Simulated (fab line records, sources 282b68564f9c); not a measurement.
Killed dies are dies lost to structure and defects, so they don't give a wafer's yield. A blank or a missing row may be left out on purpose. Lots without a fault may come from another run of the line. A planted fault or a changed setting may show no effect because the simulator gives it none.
Split-lot experiment | flow rit_cmos | 5 lots, 23 wafers read, on a route of 202 steps

THE SPLIT
At RIT_PWELL_COAT_01 (resist thk 1300 nm), the setting spin_rpm was moved away from the recipe's 2000 rpm on 6 of the 23 wafers read, by -3.6% to +2.8%. The other wafers ran this setting at the recipe's value.

FROM THE SPLIT TO THE READING: what the file shows between them, 3 steps
- RIT_PWELL_SOFTBAKE_02: time 60 s
- RIT_PWELL_EXPOSE_03: exposes mask M3, target cd 43700 nm
- RIT_PWELL_DEVELOP_05: develop time 68 s

THE READING
NOVOLAK_of_PWELL_COAT_01.thk_nm (the simulator's own value, which no gauge read), in nm, at RIT_PWELL_HARDBAKE_07 (time 120 s). The file gives no usual value for it. The 17 wafers here that ran the recipe average 1137 nm, standard deviation 4.6 nm.

wafer  | tool, chamber at the split | spin_rpm as run, rpm | against the recipe | NOVOLAK_of_PWELL_COAT_01.thk_nm, nm | against lot-mates on the recipe
L075.2 | litho_track-03, 0          | 2000                 | recipe             | 1141                                | -
L075.6 | litho_track-03, 0          | 2000                 | recipe             | 1141                                | -
L075.5 | litho_track-03, 0          | 2000                 | recipe             | 1140                                | -
L077.2 | litho_track-04, 0          | 2000                 | recipe             | 1131                                | -
L077.3 | litho_track-04, 0          | 2000                 | recipe             | 1130                                | -
L077.4 | litho_track-04, 0          | 2000                 | recipe             | 1132                                | -
L077.6 | litho_track-04, 0          | 2000                 | recipe             | 1132                                | -
L077.5 | litho_track-04, 0          | 2000                 | recipe             | 1129                                | -
L078.1 | litho_track-04, 0          | 1927                 | -3.6%              | 1158                                | +18
L078.5 | litho_track-04, 0          | 1927                 | -3.6%              | 1158                                | +18
L078.3 | litho_track-04, 0          | 1927                 | -3.6%              | 1159                                | +19
L078.4 | litho_track-04, 0          | 2000                 | recipe             | 1140                                | -
L078.6 | litho_track-04, 0          | 2000                 | recipe             | 1140                                | -
L081.1 | litho_track-01, 0          | 2055                 | +2.8%              | 1128                                | -14
L081.2 | litho_track-01, 0          | 2055                 | +2.8%              | 1125                                | -17
L081.3 | litho_track-01, 0          | 2000                 | recipe             | 1138                                | -
L081.4 | litho_track-01, 0          | 2055                 | +2.8%              | 1126                                | -16
L081.6 | litho_track-01, 0          | 2000                 | recipe             | 1146                                | -
L084.1 | litho_track-01, 0          | 2000                 | recipe             | 1136                                | -
L084.2 | litho_track-01, 0          | 2000                 | recipe             | 1136                                | -
L084.3 | litho_track-01, 0          | 2000                 | recipe             | 1140                                | -
L084.5 | litho_track-01, 0          | 2000                 | recipe             | 1135                                | -
L084.6 | litho_track-01, 0          | 2000                 | recipe             | 1138                                | -

THE FIT
A straight line over all 23 wafers: NOVOLAK_of_PWELL_COAT_01.thk_nm changes by -5.11 nm for each +1% of spin_rpm; r = -0.89; the points scatter about the line by 4.4 nm.
The same after taking each lot's own level away (the mean of its wafers on the recipe; 23 wafers): -5.28 nm for each +1%; r = -0.98; scatter 1.8 nm.
On that fit, the largest move of spin_rpm shifts the reading by 19 nm.
The lots' own levels span 1130.8 to 1142.0 nm, that is 2.5 times the standard deviation above.
So the lot-to-lot level changes the slope little: the two slopes agree.
Check: with one of the wafers moved furthest among these (-3.6%) left out of the fit, the line predicts +19.3 nm for it against its lot-mates. It came out at +18 nm against them.

OTHER SPLITS ON THESE WAFERS
These wafers also went through other splits before the reading. Each is held against what the fit with the lots' levels taken away leaves over:
other split on the same wafers      | wafers away from the commonest value | r with NOVOLAK_of_PWELL_COAT_01.thk_nm (lot level and that fit taken away)
RIT_ACTIVE_CVD_03 sih2cl2_flow_sccm | 15                                   | -0.15
RIT_ACTIVE_EXPOSE_08 dose_mj        | 9                                    | +0.09
RIT_NWELL_IMPLANT_08 dose_cm2       | 10                                   | -0.54

THE WHOLE CHAIN: every reading that the file lists as answering this split, in the file's order
step                  | what it does       | reading                                                                          | change (the file's fit)              | r (the file's)
RIT_PWELL_COAT_01     | resist thk 1300 nm | NOVOLAK_of_PWELL_COAT_01.thk_nm (the simulator's own value, which no gauge read) | -6.05 nm for each +1% of the setting | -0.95
RIT_PWELL_HARDBAKE_07 | time 120 s         | NOVOLAK_of_PWELL_COAT_01.thk_nm (the simulator's own value, which no gauge read) | -5.22 nm for each +1% of the setting | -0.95

THE FILE'S OWN FIT
NOVOLAK_of_PWELL_COAT_01.thk_nm changes by -5.22 nm for each +1% of spin_rpm, r = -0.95.
